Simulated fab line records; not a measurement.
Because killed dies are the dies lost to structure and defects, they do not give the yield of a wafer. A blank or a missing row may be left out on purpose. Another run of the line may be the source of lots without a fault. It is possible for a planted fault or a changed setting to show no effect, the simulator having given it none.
fab line records    flow ritCmos
record lots=7  wafers=21  lastDay=7
route steps=202 shown FOX2@24 NWELL@28 PWELL@39 WELLDRIVE@50 M1@202
lots untouched by any fault: they come from a run of this same line in which no faults occurred
startH: hours from the record's opening day to when the first of the lot's shown wafers began    waitH: hours elapsed since this lot's preceding step    " identical to the entry in the row above    L1.1+2: several wafers, shown together as one row    - value missing, or start not given    * or withheld: withheld    < > ~ a bound
route shown NAME@n: a module of which the file shows steps, and the number in the route of the first    usual: average and standard deviation across the fault-free wafers    same: alike in all rows    chamber/n: place in a boat    sites: the reading at each site    _std_site: standard deviation across them    _edge_site: mean of outer sites minus mean of inner sites    radiusMm: for every site, how far away it sits from the centre of the wafer    mask NAME#n: copy n    behind: tool/chamber where the wafer was last shaped    hold: cause of the lot's hold/its duration in hours/its outcome    device: which transistor (n, p or np) failed to switch    end of line: the tests these same wafers got at the end of their route    a step given without rows: its recipe and nothing more    killed: not the wafer's yield, but the dies lost to structure and defects at the first sort    map: dies across one wafer; x = killed, . = not, _ = none there
set.NAME: the setting as run; set.NAME@STEP: as run at that earlier step    model.NAME: the simulator's own value behind a step, which no gauge read
lots at selected steps of the route; one table per step, one row per wafer
services: the hour from which a tool's chamber was out of use, counted from the record's first day as startH (under 0 if before that day), plus the number of hours and why
## steps
# step RIT_FOX2_THK_MEAS_01
# recipe reads=SiO2_of_FOX2_OXIDATION_00
# usual FOX2_OXIDE_THK=349/6.3
lot.wafer  tool          chamber  startH  waitH  FOX2_OXIDE_THK[nm]
L737.1     filmMetro-01  -        36.56   0.0    344
L737.3     "             -        "       "      348
L737.5     "             -        "       "      349
L739.1     filmMetro-02  -        46.49   0.0    348
L739.3     "             -        "       "      350
L739.4     "             -        "       "      349
L744.1     filmMetro-01  -        69.83   0.0    339
L744.4     "             -        "       "      342
L744.6     "             -        "       "      345
L745.4     filmMetro-01  -        76.82   0.0    344
L745.5     "             -        "       "      347
L745.6     "             -        "       "      340
L748.1     filmMetro-01  -        89.76   0.0    349
L748.2     "             -        "       "      351
L748.3     "             -        "       "      354
L752.2     filmMetro-02  -        110.53  0.0    346
L752.3     "             -        "       "      346
L752.5     "             -        "       "      350
L753.1     filmMetro-01  -        114.14  0.0    343
L753.4     "             -        "       "      352
L753.5     "             -        "       "      350
# step RIT_FOX2_CLEAN_02
# recipe chemistry=dHF  dilution=50:1  timeS=180
# step RIT_FOX2_WET_ETCH_03
# recipe chemistry=H3PO4  target=Si3N4  targetDepthNm=195  tempC=165  timeS=2700
# step RIT_FOX2_THK_MEAS_90
# recipe reads=SiO2_of_FOX2_OXIDATION_00
# usual FIELD_OXIDE_LEFT_1_THK=322/6.2
lot.wafer  tool          chamber  startH  waitH  FIELD_OXIDE_LEFT_1_THK[nm]
L737.1     filmMetro-01  -        37.44   0.0    316
L737.3     "             -        "       "      321
L737.5     "             -        "       "      322
L739.1     filmMetro-02  -        47.36   0.0    320
L739.3     "             -        "       "      323
L739.4     "             -        "       "      321
L744.1     filmMetro-01  -        70.77   0.0    311
L744.4     "             -        "       "      314
L744.6     "             -        "       "      317
L745.4     filmMetro-02  -        77.77   0.0    317
L745.5     "             -        "       "      319
L745.6     "             -        "       "      312
L748.1     filmMetro-02  -        90.64   0.0    321
L748.2     "             -        "       "      324
L748.3     "             -        "       "      327
L752.2     filmMetro-02  -        111.41  0.0    320
L752.3     "             -        "       "      320
L752.5     "             -        "       "      322
L753.1     filmMetro-01  -        115.03  0.0    315
L753.4     "             -        "       "      325
L753.5     "             -        "       "      322
# step RIT_NWELL_HMDS_00
# recipe primeTimeS=60  primeTempC=140
# step RIT_NWELL_COAT_01
# recipe resist=NOVOLAK  spinRpm=2000  resistThkNm=1300
# step RIT_NWELL_SOFTBAKE_02
# recipe resist=NOVOLAK  tempC=88.75  timeS=60
# step RIT_NWELL_EXPOSE_03
# recipe maskId=M2  na=0.57  targetCdNm=43900  doseMj=250
# step RIT_NWELL_PEB_04
# recipe resist=NOVOLAK  tempC=withheld  timeS=withheld
# step RIT_NWELL_DEVELOP_05
# recipe resist=NOVOLAK  developTimeS=68  devTempC=23
# step RIT_NWELL_OVL_MEAS_06
# usual NWELL_OVL=0.5/1.7
lot.wafer  tool        chamber  startH  waitH  NWELL_OVL[nm]
L737.1     overlay-01  -        38.50   -      0.3
L737.3     "           -        "       "      0.0
L737.5     "           -        "       "      -0.7
L739.1     overlay-02  -        48.43   -      0.2
L739.3     "           -        "       "      0.6
L739.4     "           -        "       "      1.3
L744.1     overlay-01  -        71.71   -      -0.4
L744.4     "           -        "       "      0.3
L744.6     "           -        "       "      1.1
L745.4     overlay-02  -        78.69   -      -1.5
L745.5     "           -        "       "      -0.6
L745.6     "           -        "       "      -0.4
L748.1     overlay-01  -        91.71   -      2.3
L748.2     "           -        "       "      1.6
L748.3     "           -        "       "      1.5
L752.2     overlay-02  -        112.47  -      0.5
L752.3     "           -        "       "      0.4
L752.5     "           -        "       "      -0.3
L753.1     overlay-01  -        115.97  -      2.0
L753.4     "           -        "       "      1.6
L753.5     "           -        "       "      0.2
# step RIT_NWELL_HARDBAKE_07
# recipe resist=NOVOLAK  tempC=140  timeS=120
# step RIT_NWELL_IMPLANT_08
# recipe species=P  energyKev=170  doseCm2=5e+13  tiltDeg=7
# usual doseIonsCm2=5e+13/5e+10
lot.wafer  tool          chamber  startH  waitH  doseIonsCm2
L737.1     implanter-02  0        38.79   0.2    4.997e+13
L737.3     "             0        "       "      4.997e+13
L737.5     "             0        "       "      4.998e+13
L739.1     implanter-04  0        48.72   0.2    4.997e+13
L739.3     "             0        "       "      4.999e+13
L739.4     "             0        "       "      4.999e+13
L739.1     implanter-04  0        49.03   0.3    5.003e+13
L739.3     "             0        "       "      5.002e+13
L739.4     "             0        "       "      5e+13
L744.1     implanter-02  0        72.00   0.2    4.992e+13
L744.4     "             0        "       "      4.996e+13
L744.6     "             0        "       "      5.003e+13
L744.1     implanter-02  0        72.32   0.3    4.996e+13
L744.4     "             0        "       "      5.005e+13
L744.6     "             0        "       "      4.992e+13
L745.4     implanter-01  0        79.04   0.2    4.994e+13
L745.5     "             0        "       "      4.996e+13
L745.6     "             0        "       "      4.993e+13
L745.4     implanter-01  0        79.35   0.3    4.994e+13
L745.5     "             0        "       "      4.99e+13
L745.6     "             0        "       "      4.99e+13
L748.1     implanter-04  0        91.99   0.2    4.994e+13
L748.2     "             0        "       "      4.993e+13
L748.3     "             0        "       "      4.994e+13
L752.2     implanter-04  0        112.77  0.2    4.996e+13
L752.3     "             0        "       "      5.009e+13
L752.5     "             0        "       "      5e+13
L753.1     implanter-02  0        116.26  0.2    5.002e+13
L753.4     "             0        "       "      5.001e+13
L753.5     "             0        "       "      5.002e+13
# step RIT_NWELL_STRIP_09
# recipe chemistry=O2  timeS=180  resist=NOVOLAK  platenTempC=withheld  powerW=500  pressureMtorr=4000  o2FlowSccm=4000
# usual drypumpMotorCurrentA=5.7/0.31
lot.wafer  tool            chamber  startH  waitH  drypumpMotorCurrentA  rfHoursCounterH
L737.1     plasmaAsher-02  1        38.94   0.1    5.9                   40
L737.3     "               0        "       "      5.7                   -
L737.5     "               1        "       "      5.9                   -
L739.1     plasmaAsher-01  1        49.18   0.1    5.6                   40
L739.3     "               1        "       "      5.7                   -
L739.4     "               0        "       "      6.1                   -
L744.1     plasmaAsher-02  0        72.47   0.1    5.7                   43
L744.4     "               0        "       "      5.7                   -
L744.6     "               0        "       "      5.7                   -
L745.4     plasmaAsher-02  1        79.49   0.1    5.9                   -
L745.5     "               0        "       "      5.7                   -
L745.6     "               1        "       "      5.9                   -
L748.1     plasmaAsher-04  1        92.14   0.1    5.5                   30
L748.2     "               0        "       "      5.0                   30
L748.3     "               1        "       "      5.5                   -
L752.2     plasmaAsher-04  1        112.90  0.1    5.6                   32
L752.3     "               0        "       "      5.0                   -
L752.5     "               1        "       "      5.5                   -
L753.1     plasmaAsher-02  1        116.41  0.1    5.9                   48
L753.4     "               1        "       "      5.9                   -
L753.5     "               1        "       "      5.9                   -
# step RIT_NWELL_TW_MEAS_10
# usual NWELL_TW=2128/25
lot.wafer  tool          chamber  startH  waitH  NWELL_TW
L737.1     filmMetro-04  -        39.11   0.1    2146
L737.3     "             -        "       "      2139
L737.5     "             -        "       "      2144
L739.1     filmMetro-02  -        49.36   0.1    2692
L739.3     "             -        "       "      2692
L739.4     "             -        "       "      2676
L739.1     filmMetro-02  -        49.58   0.2    2685
L739.3     "             -        "       "      2689
L739.4     "             -        "       "      2676
L744.1     filmMetro-01  -        72.64   0.1    2608
L744.4     "             -        "       "      2613
L744.6     "             -        "       "      2612
L744.1     filmMetro-01  -        72.94   0.3    2623
L744.4     "             -        "       "      2610
L744.6     "             -        "       "      2622
L745.4     filmMetro-04  -        79.63   0.1    2667
L745.5     "             -        "       "      2657
L745.6     "             -        "       "      2667
L745.4     filmMetro-04  -        79.91   0.3    2662
L745.5     "             -        "       "      2667
L745.6     "             -        "       "      2660
L748.1     filmMetro-04  -        92.32   0.1    2153
L748.2     "             -        "       "      2147
L748.3     "             -        "       "      2143
L752.2     filmMetro-01  -        113.08  0.1    2098
L752.3     "             -        "       "      2095
L752.5     "             -        "       "      2081
L753.1     filmMetro-01  -        116.58  0.1    2089
L753.4     "             -        "       "      2095
L753.5     "             -        "       "      2088
# step RIT_PWELL_HMDS_00
# recipe primeTimeS=60  primeTempC=140
# step RIT_PWELL_COAT_01
# recipe resist=NOVOLAK  spinRpm=2000  resistThkNm=1300
# step RIT_PWELL_SOFTBAKE_02
# recipe resist=NOVOLAK  tempC=90  timeS=60
# step RIT_PWELL_EXPOSE_03
# recipe maskId=M3  na=0.57  targetCdNm=43700  doseMj=250
# step RIT_PWELL_PEB_04
# recipe resist=NOVOLAK  tempC=withheld  timeS=withheld
# step RIT_PWELL_DEVELOP_05
# recipe resist=NOVOLAK  developTimeS=68  devTempC=23
# step RIT_PWELL_OVL_MEAS_06
# usual PWELL_OVL=-0.3/1
lot.wafer  tool        chamber  startH  waitH  PWELL_OVL[nm]
L737.1     overlay-01  -        40.18   -      1.3
L737.3     "           -        "       "      0.4
L737.5     "           -        "       "      0.7
L739.1     overlay-02  -        54.93   -      1.1
L739.3     "           -        "       "      0.1
L739.4     "           -        "       "      0.9
L744.1     overlay-01  -        77.97   -      -1.0
L744.4     "           -        "       "      -1.5
L744.6     "           -        "       "      -0.6
L745.4     overlay-01  -        82.70   -      -1.9
L745.5     "           -        "       "      -1.8
L745.6     "           -        "       "      -0.1
L748.1     overlay-01  -        93.38   -      -0.1
L748.2     "           -        "       "      -0.4
L748.3     "           -        "       "      -0.7
L752.2     overlay-01  -        114.14  -      -1.1
L752.3     "           -        "       "      -0.5
L752.5     "           -        "       "      -1.0
L753.1     overlay-01  -        117.65  -      -1.3
L753.4     "           -        "       "      -0.3
L753.5     "           -        "       "      -1.0
# step RIT_PWELL_HARDBAKE_07
# recipe resist=NOVOLAK  tempC=140  timeS=120
# step RIT_PWELL_IMPLANT_08
# recipe species=B  energyKev=171.1  doseCm2=7e+13  tiltDeg=7
# step RIT_PWELL_STRIP_09
# recipe chemistry=O2  timeS=180  resist=NOVOLAK  platenTempC=withheld  powerW=500  pressureMtorr=4000  o2FlowSccm=4000
# usual drypumpMotorCurrentA=5.7/0.31
lot.wafer  tool            chamber  startH  waitH  drypumpMotorCurrentA  rfHoursCounterH
L737.1     plasmaAsher-03  1        40.61   0.1    6.1                   39
L737.3     "               0        "       "      5.7                   -
L737.5     "               0        "       "      5.7                   -
L739.1     plasmaAsher-03  0        55.37   0.1    5.7                   40
L739.3     "               1        "       "      6.0                   -
L739.4     "               0        "       "      5.7                   -
L744.1     plasmaAsher-04  1        78.49   0.1    5.6                   28
L744.4     "               1        "       "      5.6                   -
L744.6     "               0        "       "      5.0                   -
L745.4     plasmaAsher-03  0        83.73   0.2    5.7                   -
L745.5     "               0        "       "      5.7                   -
L745.6     "               1        "       "      6.0                   -
L748.1     plasmaAsher-03  1        93.82   0.1    6.0                   44
L748.2     "               0        "       "      5.7                   44
L748.3     "               0        "       "      5.7                   -
L752.2     plasmaAsher-02  1        114.61  0.1    5.8                   48
L752.3     "               1        "       "      5.9                   -
L752.5     "               0        "       "      5.7                   -
L753.1     plasmaAsher-03  0        118.08  0.1    5.7                   48
L753.4     "               0        "       "      5.7                   -
L753.5     "               1        "       "      6.0                   -
# step RIT_PWELL_TW_MEAS_10
# usual PWELL_TW=946/12
lot.wafer  tool          chamber  startH  waitH  PWELL_TW
L737.1     filmMetro-04  -        40.79   0.1    949
L737.3     "             -        "       "      958
L737.5     "             -        "       "      953
L739.1     filmMetro-04  -        55.54   0.1    953
L739.3     "             -        "       "      952
L739.4     "             -        "       "      956
L744.1     filmMetro-01  -        78.66   0.1    932
L744.4     "             -        "       "      925
L744.6     "             -        "       "      931
L745.4     filmMetro-04  -        83.87   0.1    957
L745.5     "             -        "       "      955
L745.6     "             -        "       "      951
L748.1     filmMetro-02  -        94.00   0.1    953
L748.2     "             -        "       "      953
L748.3     "             -        "       "      951
L752.2     filmMetro-02  -        114.80  0.1    953
L752.3     "             -        "       "      953
L752.5     "             -        "       "      956
L753.1     filmMetro-01  -        118.26  0.1    929
L753.4     "             -        "       "      935
L753.5     "             -        "       "      934
# step RIT_WELLDRIVE_ANNEAL_00
# recipe tempC=1100  timeS=14700  ambient=N2
# step RIT_WELLDRIVE_RS_MEAS_01
# recipe thkMeasGauge=four-point-probe
# usual NWELL_RS=275.5/0.7
lot.wafer  tool          chamber  startH  waitH  NWELL_RS[ohm/sq]
L737.1     filmMetro-04  -        47.16   0.0    276.2
L737.3     "             -        "       "      276.4
L737.5     "             -        "       "      275.8
L739.1     filmMetro-04  -        60.84   0.0    182.5
L739.3     "             -        "       "      182.5
L739.4     "             -        "       "      182.6
L739.1     filmMetro-04  -        61.13   0.3    182.8
L739.3     "             -        "       "      182.5
L739.4     "             -        "       "      182.9
L744.1     filmMetro-04  -        84.22   0.0    182.6
L744.4     "             -        "       "      182.7
L744.6     "             -        "       "      182.3
L744.1     filmMetro-04  -        84.62   0.4    182.6
L744.4     "             -        "       "      182.9
L744.6     "             -        "       "      182.7
L745.4     filmMetro-02  -        89.09   0.1    182.4
L745.5     "             -        "       "      182.0
L745.6     "             -        "       "      182.6
L745.4     filmMetro-02  -        89.38   0.3    183.0
L745.5     "             -        "       "      182.5
L745.6     "             -        "       "      183.0
L748.1     filmMetro-01  -        99.26   0.0    275.7
L748.2     "             -        "       "      276.0
L748.3     "             -        "       "      275.2
L752.2     filmMetro-04  -        119.95  0.0    275.4
L752.3     "             -        "       "      275.2
L752.5     "             -        "       "      276.1
L753.1     filmMetro-01  -        124.77  0.0    275.9
L753.4     "             -        "       "      276.6
L753.5     "             -        "       "      275.0
# step RIT_M1_PROBE_99
# usual defectLimitedYield=97.1/1.2  killedAtContacts=0.1/0.31  killedAtFrontEnd=8/3.1  killedDies=8/3.2  killedOpen=3.9/2.2  killedShort=3.8/2.1  sort_bin_3_pad_short=0.1/0.23  sort_bin_5_function=1.7/0.86  sort_bin_6_memory=1.1/0.7  sortNPass=256/3.2  sortYieldPct=97.1/1.2
# same grossDies=264  killed_at_M0_to_M3=0  killed_at_M4_up=0  killedAtBackSide=0  killedAtOther=0
lot.wafer  tool       chamber  startH  waitH  defectLimitedYield[%]  killedAtContacts  killedAtFrontEnd  killedDies  killedOpen  killedShort  sort_bin_3_pad_short[%]  sort_bin_5_function[%]  sort_bin_6_memory[%]  sortNPass  sortYieldPct[%]
L748.1     prober-02  -        132.02  0.1    95.1                   0                 13                13          6           7            0                        2.7                     2.3                   251        95.1
L748.2     prober-02  -        132.07  0.1    96.6                   0                 9                 9           3           6            0                        1.1                     2.3                   255        96.6
L748.3     prober-02  -        132.12  0.2    94.7                   0                 14                14          9           5            0                        3.0                     2.3                   250        94.7
L752.2     prober-02  -        153.99  0.1    97.0                   1                 7                 8           6           2            0                        1.9                     1.1                   256        97.0
L752.3     prober-02  -        154.04  0.2    96.6                   0                 9                 9           3           6            0.4                      2.3                     0.8                   255        96.6
L752.5     prober-02  -        154.14  0.2    96.2                   0                 10                10          5           5            0                        2.3                     1.5                   254        96.2
L753.1     prober-01  -        156.98  0.1    98.9                   0                 3                 3           1           2            0                        0.4                     0.8                   261        98.9
L753.4     prober-01  -        157.13  0.2    96.6                   0                 9                 9           5           4            0                        1.9                     1.5                   255        96.6
L753.5     prober-01  -        157.18  0.2    95.5                   0                 12                12          2           10           0.4                      3.4                     0.8                   252        95.5
# killed by level:class
L748.1 GATE:geometricParticle:short=4 FOX2:geometricParticle:short=3 FOX2:geometricParticle:open=3 SILICIDE:geometricParticle:open=2 GATE:geometricParticle:open=1
L748.2 GATE:geometricParticle:short=4 FOX1:geometricParticle:open=1 FOX2:geometricParticle:short=1 GATE:geometricParticle:open=1 REOX:geometricParticle:open=1 SILICIDE:geometricParticle:short=1
L748.3 FOX2:geometricParticle:open=3 GATE:geometricParticle:open=2 GATE:geometricParticle:short=2 REOX:geometricParticle:open=2 FOX1:geometricParticle:open=1 SPACER:geometricParticle:short=1 REOX:geometricParticle:short=1 SPACER:geometricParticle:open=1
L752.2 GATE:geometricParticle:open=2 FOX1:geometricParticle:open=1 CONTACT:geometricParticle:short=1 REOX:geometricParticle:open=1 SPACER:geometricParticle:short=1 SPACER:geometricParticle:open=1 SILICIDE:geometricParticle:open=1
L752.3 REOX:geometricParticle:short=2 SILICIDE:geometricParticle:short=2 FOX1:geometricParticle:short=1 GATE:geometricParticle:short=1 GATE:geometricParticle:open=1 SPACER:geometricParticle:open=1 SILICIDE:geometricParticle:open=1
L752.5 GATE:geometricParticle:short=3 ACTIVE:geometricParticle:open=1 FOX2:geometricParticle:short=1 GATE:geometricParticle:open=1 REOX:geometricParticle:open=1 SPACER:geometricParticle:open=1 SPACER:geometricParticle:short=1 SILICIDE:geometricParticle:open=1
L753.1 FOX1:geometricParticle:open=1 FOX1:geometricParticle:short=1 SPACER:geometricParticle:short=1
L753.4 GATE:geometricParticle:open=3 SPACER:geometricParticle:short=2 FOX1:geometricParticle:open=1 FOX1:geometricParticle:short=1 GATE:geometricParticle:short=1 SPACER:geometricParticle:open=1
L753.5 GATE:geometricParticle:short=6 FOX1:geometricParticle:short=2 FOX2:geometricParticle:short=1 FOX2:geometricParticle:open=1 GATE:geometricParticle:open=1 SPACER:geometricParticle:short=1
## services
tool            chamber  startH  hours  kind
implanter-04    -        35.09   3.4    repair
plasmaAsher-01  -        55.06   1.2    repair
implanter-04    -        64.76   1.3    repair
implanter-04    -        69.34   5.4    repair
plasmaAsher-02  -        72.75   2.8    pm
implanter-01    -        82.18   4.4    pm
implanter-04    -        94.46   5.6    pm
plasmaAsher-01  -        108.90  9.0    pm
plasmaAsher-01  0        108.90  9.0    ventCycle
plasmaAsher-01  1        108.90  9.0    ventCycle
plasmaAsher-01  0        117.90  -      clean
plasmaAsher-01  1        117.90  -      clean
## key
firstSign step=RIT_NWELL_IMPLANT_08  reading=visit  direction=added
effect step=RIT_NWELL_TW_MEAS_10  reading=visit  direction=added
effect step=RIT_NWELL_TW_MEAS_10  reading=NWELL_TW  direction=up  sigmas=21  usual=2128  struck=2654
effect step=RIT_WELLDRIVE_RS_MEAS_01  reading=visit  direction=added
effect step=RIT_WELLDRIVE_RS_MEAS_01  reading=NWELL_RS  direction=down  sigmas=99+  usual=275.5  struck=182.5
metAt RIT_NWELL_IMPLANT_08
struckWafers L739.1,L739.3,L739.4,L744.1,L744.4,L744.6,L745.4,L745.5,L745.6
scrappedBehind RIT_WELLDRIVE_RS_MEAS_01 L739.1,L739.3,L739.4,L744.1,L744.4,L744.6,L745.4,L745.5,L745.6
fault kind=repeatedStepWhole  tool=implanter-01,implanter-02,implanter-04  chamber=-  onsetH=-  steps=RIT_NWELL_IMPLANT_08  times=1  scope=struckLotsOnly
